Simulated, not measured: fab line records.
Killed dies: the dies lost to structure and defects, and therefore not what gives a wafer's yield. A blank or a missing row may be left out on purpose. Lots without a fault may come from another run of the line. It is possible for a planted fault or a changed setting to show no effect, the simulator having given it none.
Which of the tools did it? || flow rit_cmos || 15 lots with 45 wafers sampled at 3 steps, on a route of 202 steps

WHAT THE GAUGES READ, wafer by wafer
RIT_NSD_OVL_MEAS_06.
{"lot": "L885", "measured": "day 3 05:54", "on": "overlay-01", "NSD_OVL (nm)": "2.0 3.3 0.9"}
{"lot": "L886", "measured": "day 3 07:13", "on": "overlay-02", "NSD_OVL (nm)": "-3.0 -0.4 -1.1"}
{"lot": "L887", "measured": "day 3 13:51", "on": "overlay-01", "NSD_OVL (nm)": "-2.5 -2.8 -1.5"}
{"lot": "L889", "measured": "day 3 23:10", "on": "overlay-02", "NSD_OVL (nm)": "- - -"}
{"lot": "L890", "measured": "day 4 04:51", "on": "overlay-02", "NSD_OVL (nm)": "- - -"}
{"lot": "L891", "measured": "day 4 11:38", "on": "overlay-02", "NSD_OVL (nm)": "- - -"}
{"lot": "L892", "measured": "day 4 17:06", "on": "overlay-01", "NSD_OVL (nm)": "0.2 1.1 0.5"}
{"lot": "L897", "measured": "day 5 17:01", "on": "overlay-01", "NSD_OVL (nm)": "-0.9 0.1 -0.6"}
{"lot": "L899", "measured": "day 6 04:29", "on": "overlay-02", "NSD_OVL (nm)": "3.8 2.4 2.0"}
{"lot": "L900", "measured": "day 6 10:17", "on": "overlay-01", "NSD_OVL (nm)": "0.5 0.9 0.3"}
{"lot": "L901", "measured": "day 6 12:20", "on": "overlay-01", "NSD_OVL (nm)": "0.6 0.4 1.4"}
{"lot": "L903", "measured": "day 6 22:25", "on": "overlay-01", "NSD_OVL (nm)": "-0.6 -0.5 0.3"}
{"lot": "L906", "measured": "day 7 13:13", "on": "overlay-02", "NSD_OVL (nm)": "-2.4 -0.8 -1.6"}
{"lot": "L907", "measured": "day 8 04:25", "on": "overlay-01", "NSD_OVL (nm)": "1.5 1.4 1.6"}
{"lot": "L908", "measured": "day 8 09:28", "on": "overlay-01", "NSD_OVL (nm)": "-4.0 -2.8 -1.8"}

RIT_PSD_TW_MEAS_10.
{"lot": "L885", "measured": "day 3 07:50", "on": "film_metro-04", "PSD_TW": "3457 3489 3477"}
{"lot": "L886", "measured": "day 3 09:10", "on": "film_metro-03", "PSD_TW": "3417 3420 3406"}
{"lot": "L887", "measured": "day 3 15:48", "on": "film_metro-04", "PSD_TW": "3472 3468 3456"}
{"lot": "L889", "measured": "day 4 01:14", "on": "film_metro-01", "PSD_TW": "3618 3624 3616 3627 3631 3623"}
{"lot": "L890", "measured": "day 4 06:53", "on": "film_metro-03", "PSD_TW": "3599 3600 3611 3622 3605 3631"}
{"lot": "L891", "measured": "day 4 13:41", "on": "film_metro-04", "PSD_TW": "3627 3640 3620 3661 3645 3632"}
{"lot": "L892", "measured": "day 4 19:10", "on": "film_metro-03", "PSD_TW": "3407 3413 3413"}
{"lot": "L897", "measured": "day 5 18:57", "on": "film_metro-03", "PSD_TW": "3420 3424 3404"}
{"lot": "L899", "measured": "day 6 06:35", "on": "film_metro-01", "PSD_TW": "3417 3427 3434"}
{"lot": "L900", "measured": "day 6 12:20", "on": "film_metro-04", "PSD_TW": "3450 3465 3471"}
{"lot": "L901", "measured": "day 6 14:16", "on": "film_metro-03", "PSD_TW": "3457 3421 3444"}
{"lot": "L903", "measured": "day 7 00:29", "on": "film_metro-04", "PSD_TW": "3484 3464 3454"}
{"lot": "L906", "measured": "day 7 15:09", "on": "film_metro-04", "PSD_TW": "3451 3468 3438"}
{"lot": "L907", "measured": "day 8 06:37", "on": "film_metro-01", "PSD_TW": "3437 3425 3424"}
{"lot": "L908", "measured": "day 8 11:25", "on": "film_metro-01", "PSD_TW": "3433 3406 3414"}

TOOL THAT RAN EACH LOT (tool first, then ch and the chambers of the sampled wafers, then the start)
{"lot": "L885", "RIT_NSD_COAT_01": "litho_track-02 ch 0, day 3 05:05"}
{"lot": "L886", "RIT_NSD_COAT_01": "litho_track-02 ch 0, day 3 06:32"}
{"lot": "L887", "RIT_NSD_COAT_01": "litho_track-01 ch 0, day 3 13:05"}
{"lot": "L889", "RIT_NSD_COAT_01": "litho_track-03, day 3 22:20"}
{"lot": "L890", "RIT_NSD_COAT_01": "litho_track-03, day 4 04:05"}
{"lot": "L891", "RIT_NSD_COAT_01": "litho_track-02, day 4 10:56"}
{"lot": "L892", "RIT_NSD_COAT_01": "litho_track-03 ch 0, day 4 16:16"}
{"lot": "L897", "RIT_NSD_COAT_01": "litho_track-02 ch 0, day 5 16:14"}
{"lot": "L899", "RIT_NSD_COAT_01": "litho_track-03 ch 0, day 6 01:56"}
{"lot": "L900", "RIT_NSD_COAT_01": "litho_track-03 ch 0, day 6 09:35"}
{"lot": "L901", "RIT_NSD_COAT_01": "litho_track-01 ch 0, day 6 11:31"}
{"lot": "L903", "RIT_NSD_COAT_01": "litho_track-03 ch 0, day 6 21:35"}
{"lot": "L906", "RIT_NSD_COAT_01": "litho_track-02 ch 0, day 7 12:31"}
{"lot": "L907", "RIT_NSD_COAT_01": "litho_track-01 ch 0, day 8 03:43"}
{"lot": "L908", "RIT_NSD_COAT_01": "litho_track-03 ch 0, day 8 08:46"}
- RIT_NSD_COAT_01: resist thk 1000 nm.

AS READ BY THE TOOLS THEMSELVES (means over the sampled wafers that have a number; for cases with no such wafer, the mark the record gives instead)
RIT_NSD_COAT_01.
{"lot": "L885", "tool": "litho_track-02", "chill_plate_temp_C (C)": 22.98, "dispense_pressure_kPa (kPa)": 44.3}
{"lot": "L886", "tool": "litho_track-02", "chill_plate_temp_C (C)": 22.81, "dispense_pressure_kPa (kPa)": 44.4}
{"lot": "L887", "tool": "litho_track-01", "chill_plate_temp_C (C)": 22.85, "dispense_pressure_kPa (kPa)": 44.9}
{"lot": "L889", "tool": "litho_track-03", "chill_plate_temp_C (C)": "-", "dispense_pressure_kPa (kPa)": "-"}
{"lot": "L890", "tool": "litho_track-03", "chill_plate_temp_C (C)": "-", "dispense_pressure_kPa (kPa)": "-"}
{"lot": "L891", "tool": "litho_track-02", "chill_plate_temp_C (C)": "-", "dispense_pressure_kPa (kPa)": "-"}
{"lot": "L892", "tool": "litho_track-03", "chill_plate_temp_C (C)": 22.75, "dispense_pressure_kPa (kPa)": 43.4}
{"lot": "L897", "tool": "litho_track-02", "chill_plate_temp_C (C)": 23.05, "dispense_pressure_kPa (kPa)": 44.4}
{"lot": "L899", "tool": "litho_track-03", "chill_plate_temp_C (C)": 23.12, "dispense_pressure_kPa (kPa)": 43.4}
{"lot": "L900", "tool": "litho_track-03", "chill_plate_temp_C (C)": 22.99, "dispense_pressure_kPa (kPa)": 43.4}
{"lot": "L901", "tool": "litho_track-01", "chill_plate_temp_C (C)": 23.07, "dispense_pressure_kPa (kPa)": 44.9}
{"lot": "L903", "tool": "litho_track-03", "chill_plate_temp_C (C)": 22.92, "dispense_pressure_kPa (kPa)": 43.4}
{"lot": "L906", "tool": "litho_track-02", "chill_plate_temp_C (C)": 23.02, "dispense_pressure_kPa (kPa)": 44.4}
{"lot": "L907", "tool": "litho_track-01", "chill_plate_temp_C (C)": 22.98, "dispense_pressure_kPa (kPa)": 44.9}
{"lot": "L908", "tool": "litho_track-03", "chill_plate_temp_C (C)": 22.98, "dispense_pressure_kPa (kPa)": 43.4}

THE ANSWER, worked out from the rows above alone
Rule: the usual values come from the lots themselves. Put in order of their means at a reading, lots are off if they are a third of the lots or fewer, leave a main group of 4 or more, and stand apart from it by a gap of 3 or more times the standard deviation of the main group's means; of several such gaps the widest counts. The tables above print the reading to a certain number of digits; a main group whose means all agree to those digits is not used. Also off: a lot with no number at a reading for which 4 or more lots have one. Any other lot the step has rows for is counted as sound. Order of review: gauges by route order, followed by the tools' own readings, for which a lot's mean as printed above is used. The first step at which some lot is off is used, and at that step the reading that is off furthest; a lot without a number counts as furthest.
Off: at RIT_NSD_OVL_MEAS_06 (NSD_OVL), L889, L890, L891. Without a number there: L889, L890, L891. The main group has a mean of -0.1 nm with a standard deviation of 1.7.
A tool fits if, at a process step before that reading, it ran every lot that is off, and no sound lot after the first of them. The gauges at RIT_NSD_OVL_MEAS_06 aren't tried: what is off there is off at RIT_PSD_TW_MEAS_10 too, on other tools, and a gauge's error can't cause that. Of those tried, none fits.

WHAT THE SIMULATOR HAD INSERTED
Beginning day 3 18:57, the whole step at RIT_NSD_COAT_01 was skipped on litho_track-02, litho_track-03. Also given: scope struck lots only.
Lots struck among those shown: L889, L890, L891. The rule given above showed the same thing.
